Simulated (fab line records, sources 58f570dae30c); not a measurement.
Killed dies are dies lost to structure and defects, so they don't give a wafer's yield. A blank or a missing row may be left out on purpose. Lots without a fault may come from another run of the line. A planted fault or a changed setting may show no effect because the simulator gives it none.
Which tool did it? | flow berkeley_cmos170 | 7 lots, 21 wafers sampled, at 2 steps of a route of 331

WHAT THE GAUGES READ, wafer by wafer
UCB170_SILICIDE_RS_MEAS_02: measures by four-point-probe.
lot  | measured     | on            | SILICIDE_TI_RS (ohm/sq)
L195 | day 6 19:07  | film_metro-03 | 26.5 26.2 26.2
L197 | day 7 21:48  | film_metro-04 | 26.2 26.1 26.5
L204 | day 9 10:16  | film_metro-04 | 11.8 11.8 11.7
L207 | day 9 14:23  | film_metro-03 | 25.8 25.9 25.9
L212 | day 10 10:13 | film_metro-03 | 26.1 26.4 26.4
L215 | day 11 05:03 | film_metro-04 | 25.5 25.9 25.7
L217 | day 11 05:37 | film_metro-01 | 25.9 25.3 26.0

WHICH TOOL RAN EACH LOT (tool, then ch and the chambers of the sampled wafers, then the start)
lot  | UCB170_SILICIDE_SPUTTER_01
L195 | pvd_sputter-04, day 6 19:02
L197 | pvd_sputter-04, day 7 21:46
L204 | pvd_sputter-02, day 9 09:58
L207 | pvd_sputter-04, day 9 14:22
L212 | pvd_sputter-04, day 10 10:10
L215 | pvd_sputter-02, day 11 05:00
L217 | pvd_sputter-02, day 11 05:35
- UCB170_SILICIDE_SPUTTER_01: material Ti, target thk 30 nm, time 25 s.

THE ANSWER, worked out from the rows above alone
Rule: what is usual is taken from the lots themselves. Put in order of their means at a reading, lots are off if they are a third of the lots or fewer, leave a main group of 4 or more, and stand apart from it by a gap of 3 or more times the standard deviation of the main group's means; of several such gaps the widest counts. A main group whose means are all the same, to the digits that the tables above print for the reading, isn't used. A lot without any number at a reading at which 4 lots or more have one is off too. The other lots that the step has rows for count as sound.
Off: L204, at UCB170_SILICIDE_RS_MEAS_02 (SILICIDE_TI_RS). The main group: mean 26.0 ohm/sq, standard deviation 0.27.
A tool fits if, at a process step before that reading, it ran every lot that is off, and no sound lot after the first of them. The gauges at UCB170_SILICIDE_RS_MEAS_02 are tried like those tools. None of those tried fits.

WHAT THE SIMULATOR HAD PUT IN
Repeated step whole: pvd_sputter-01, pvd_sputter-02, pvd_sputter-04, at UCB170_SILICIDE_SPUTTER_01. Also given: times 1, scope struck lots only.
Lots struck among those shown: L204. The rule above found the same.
